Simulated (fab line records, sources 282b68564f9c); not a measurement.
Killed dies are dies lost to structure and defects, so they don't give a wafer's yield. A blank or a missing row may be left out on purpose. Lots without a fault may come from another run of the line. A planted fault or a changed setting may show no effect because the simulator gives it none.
Split-lot experiment | flow rit_cmos | 5 lots, 23 wafers read, on a route of 202 steps

THE SPLIT
At RIT_NRETRO_COAT_01 (resist thk 1300 nm), the setting resist_thk_nm was moved away from the recipe's 1300 nm on 8 of the 23 wafers read, by -2.5% to +3.3%. The other wafers ran this setting at the recipe's value.

FROM THE SPLIT TO THE READING: what the file shows between them, 3 steps
- RIT_NRETRO_SOFTBAKE_02: time 60 s
- RIT_NRETRO_EXPOSE_03: exposes mask M4, target cd 43900 nm
- RIT_NRETRO_DEVELOP_05: develop time 68 s

THE READING
NOVOLAK_of_NRETRO_COAT_01.thk_nm (the simulator's own value, which no gauge read), in nm, at RIT_NRETRO_HARDBAKE_07 (time 120 s). The file gives no usual value for it. The 15 wafers here that ran the recipe average 1136 nm, standard deviation 2.8 nm.

wafer  | tool, chamber at the split | resist_thk_nm as run, nm | against the recipe | NOVOLAK_of_NRETRO_COAT_01.thk_nm, nm | against lot-mates on the recipe
L075.1 | litho_track-01, 0          | 1300                     | recipe             | 1137                                 | -
L075.4 | litho_track-01, 0          | 1300                     | recipe             | 1139                                 | -
L075.6 | litho_track-01, 0          | 1300                     | recipe             | 1141                                 | -
L077.1 | litho_track-02, 0          | 1300                     | recipe             | 1135                                 | -
L077.2 | litho_track-02, 0          | 1300                     | recipe             | 1135                                 | -
L077.4 | litho_track-02, 0          | 1300                     | recipe             | 1135                                 | -
L077.3 | litho_track-02, 0          | 1300                     | recipe             | 1132                                 | -
L077.6 | litho_track-02, 0          | 1300                     | recipe             | 1137                                 | -
L078.2 | litho_track-02, 0          | 1268                     | -2.5%              | 1108                                 | -24
L078.3 | litho_track-02, 0          | 1300                     | recipe             | 1131                                 | -
L078.4 | litho_track-02, 0          | 1268                     | -2.5%              | 1110                                 | -22
L078.5 | litho_track-02, 0          | 1300                     | recipe             | 1134                                 | -
L078.6 | litho_track-02, 0          | 1268                     | -2.5%              | 1104                                 | -28
L080.1 | litho_track-01, 0          | 1300                     | recipe             | 1138                                 | -
L080.2 | litho_track-01, 0          | 1273                     | -2.1%              | 1115                                 | -24
L080.3 | litho_track-01, 0          | 1273                     | -2.1%              | 1118                                 | -22
L080.4 | litho_track-01, 0          | 1300                     | recipe             | 1141                                 | -
L080.6 | litho_track-01, 0          | 1273                     | -2.1%              | 1117                                 | -22
L085.1 | litho_track-02, 0          | 1300                     | recipe             | 1138                                 | -
L085.2 | litho_track-02, 0          | 1300                     | recipe             | 1136                                 | -
L085.3 | litho_track-02, 0          | 1300                     | recipe             | 1135                                 | -
L085.4 | litho_track-02, 0          | 1343                     | +3.3%              | 1173                                 | +37
L085.5 | litho_track-02, 0          | 1343                     | +3.3%              | 1174                                 | +38

THE FIT
A straight line over all 23 wafers: NOVOLAK_of_NRETRO_COAT_01.thk_nm changes by +11 nm for each +1% of resist_thk_nm; r = +0.99; the points scatter about the line by 2.9 nm.
The same after taking each lot's own level away (the mean of its wafers on the recipe; 23 wafers): +10.9 nm for each +1%; r = +0.99; scatter 1.8 nm.
On that fit, the largest move of resist_thk_nm shifts the reading by 36 nm.
The lots' own levels span 1132.5 to 1139.5 nm, that is 2.5 times the standard deviation above.
So the lot-to-lot level changes the slope little: the two slopes agree.
Check: with one of the wafers moved furthest among these (+3.3%) left out of the fit, the line predicts +36 nm for it against its lot-mates. It came out at +36.7 nm against them.

OTHER SPLITS ON THESE WAFERS
These wafers also went through other splits before the reading. Each is held against what the fit with the lots' levels taken away leaves over:
other split on the same wafers | wafers away from the commonest value | r with NOVOLAK_of_NRETRO_COAT_01.thk_nm (lot level and that fit taken away)
RIT_FOX2_OXIDATION_00 temp_c   | 15                                   | -0.17
RIT_PWELL_SOFTBAKE_02 temp_c   | 7                                    | +0.20
RIT_PWELL_IMPLANT_08 dose_cm2  | 10                                   | +0.05

THE WHOLE CHAIN: every reading that the file lists as answering this split, in the file's order
step                   | what it does       | reading                                                                           | change (the file's fit)              | r (the file's)
RIT_NRETRO_COAT_01     | resist thk 1300 nm | NOVOLAK_of_NRETRO_COAT_01.thk_nm (the simulator's own value, which no gauge read) | +12.7 nm for each +1% of the setting | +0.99
RIT_NRETRO_HARDBAKE_07 | time 120 s         | NOVOLAK_of_NRETRO_COAT_01.thk_nm (the simulator's own value, which no gauge read) | +10.9 nm for each +1% of the setting | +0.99

THE FILE'S OWN FIT
NOVOLAK_of_NRETRO_COAT_01.thk_nm changes by +10.9 nm for each +1% of resist_thk_nm, r = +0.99.
